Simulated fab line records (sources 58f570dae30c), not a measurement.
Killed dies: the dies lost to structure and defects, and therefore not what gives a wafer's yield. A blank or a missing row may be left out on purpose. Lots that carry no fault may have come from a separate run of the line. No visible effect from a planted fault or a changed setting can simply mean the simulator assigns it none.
Split-lot experiment + flow berkeley-cmos170 + route with 331 steps; 5 lots, 23 wafers read

== ABOUT THE SPLIT ==
At UCB170_V1_EXPOSE_09 (exposes mask VIA1, target cd 700 nm), the setting dose-mj was moved away from the recipe's 37 on 5 of the 23 wafers read, by -7.0% to -2.7%. The other wafers ran this setting at the recipe's value.

== FROM THE SPLIT TO THE READING: what the file shows between them, 5 steps ==
- UCB170_V1_PEB_10
- UCB170_V1_DEVELOP_11: develop time 45 s
- UCB170_V1_CD_MEAS_12: target cd 700 nm
- UCB170_V1_ETCH_14: etches SiO2 in CHF3/CF4/Ar, stops on Al, target depth 1250 nm, time 291 s
- UCB170_V1_STRIP_15: strips in O2

== THE READING ==
Shown in nm: cd-nm at UCB170_V1_CD_MEAS_90, with target cd 700 nm. A value of 699.5 nm with a standard deviation of 1.5 nm is what fault-free wafers of this fab line usually give.

| wafer  | tool, chamber at the split | dose-mj as run | against the recipe | cd-nm, nm | against lot-mates on the recipe |
|--------|----------------------------|----------------|--------------------|-----------|---------------------------------|
| L074.2 | krf-scanner-02, 0          | 37             | recipe             | 699.2     | -                               |
| L074.3 | krf-scanner-02, 0          | 37             | recipe             | 700.3     | -                               |
| L074.4 | krf-scanner-02, 0          | 34.41          | -7.0%              | 687.4     | -12.8                           |
| L074.5 | krf-scanner-02, 0          | 37             | recipe             | 701.0     | -                               |
| L074.6 | krf-scanner-02, 0          | 34.41          | -7.0%              | 687.1     | -13.1                           |
| L077.1 | krf-scanner-01, 0          | 37             | recipe             | 701.3     | -                               |
| L077.3 | krf-scanner-01, 0          | 37             | recipe             | 702.9     | -                               |
| L077.4 | krf-scanner-01, 0          | 37             | recipe             | 699.4     | -                               |
| L077.5 | krf-scanner-01, 0          | 37             | recipe             | 701.6     | -                               |
| L077.6 | krf-scanner-01, 0          | 37             | recipe             | 700.7     | -                               |
| L078.1 | krf-scanner-01, 0          | 36.01          | -2.7%              | 696.5     | -3.2                            |
| L078.2 | krf-scanner-01, 0          | 36.01          | -2.7%              | 696.7     | -3.0                            |
| L078.3 | krf-scanner-01, 0          | 37             | recipe             | 700.0     | -                               |
| L078.4 | krf-scanner-01, 0          | 37             | recipe             | 699.4     | -                               |
| L078.6 | krf-scanner-01, 0          | 36.01          | -2.7%              | 697.6     | -2.1                            |
| L082.1 | krf-scanner-01, 0          | 37             | recipe             | 700.8     | -                               |
| L082.3 | krf-scanner-01, 0          | 37             | recipe             | 699.0     | -                               |
| L082.4 | krf-scanner-01, 0          | 37             | recipe             | 700.7     | -                               |
| L083.1 | krf-scanner-02, 0          | 37             | recipe             | 700.0     | -                               |
| L083.2 | krf-scanner-02, 0          | 37             | recipe             | 700.2     | -                               |
| L083.3 | krf-scanner-02, 0          | 37             | recipe             | 698.4     | -                               |
| L083.5 | krf-scanner-02, 0          | 37             | recipe             | 700.1     | -                               |
| L083.6 | krf-scanner-02, 0          | 37             | recipe             | 698.8     | -                               |

FIT RESULTS
A straight line over all 23 wafers: cd-nm changes by +1.76 nm for each +1% of dose-mj; r = +0.96; the points scatter about the line by 1.2 nm.
The same after taking each lot's own level away (the mean of its wafers on the recipe; 23 wafers): +1.73 nm for each +1%; r = +0.96; scatter 1.1 nm.
That fit puts the effect of the largest move of dose-mj on the reading at 12 nm.
Across the lots, their own levels run from 699.50 to 701.18 nm, a range of 1.1 times the standard deviation given above.
The two slopes are in agreement: the lot-to-lot level therefore moves the slope only a little.
Check: with one of the wafers moved furthest among these (-7.0%) left out of the fit, the line predicts -11.4 nm for it against its lot-mates. Against them it came out at -12.8 nm.

== THE WHOLE CHAIN: every reading that the file lists as answering this split, in the file's order ==
| step                 | what it does                                                              | reading                                                   | change (the file's fit)              | r (the file's) |
|----------------------|---------------------------------------------------------------------------|-----------------------------------------------------------|--------------------------------------|----------------|
| UCB170_V1_CD_MEAS_12 | target cd 700 nm                                                          | cd-nm                                                     | +1.72 nm for each +1% of the setting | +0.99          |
| UCB170_V1_ETCH_14    | etches SiO2 in CHF3/CF4/Ar, stops on Al, target depth 1250 nm, time 291 s | V1.cd-nm (the simulator's own value, which no gauge read) | +1.75 nm for each +1% of the setting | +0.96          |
| UCB170_V1_CD_MEAS_90 | target cd 700 nm                                                          | cd-nm                                                     | +1.74 nm for each +1% of the setting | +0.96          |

== FILE'S OWN FIT ==
cd-nm changes by +1.74 nm for each +1% of dose-mj, r = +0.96.
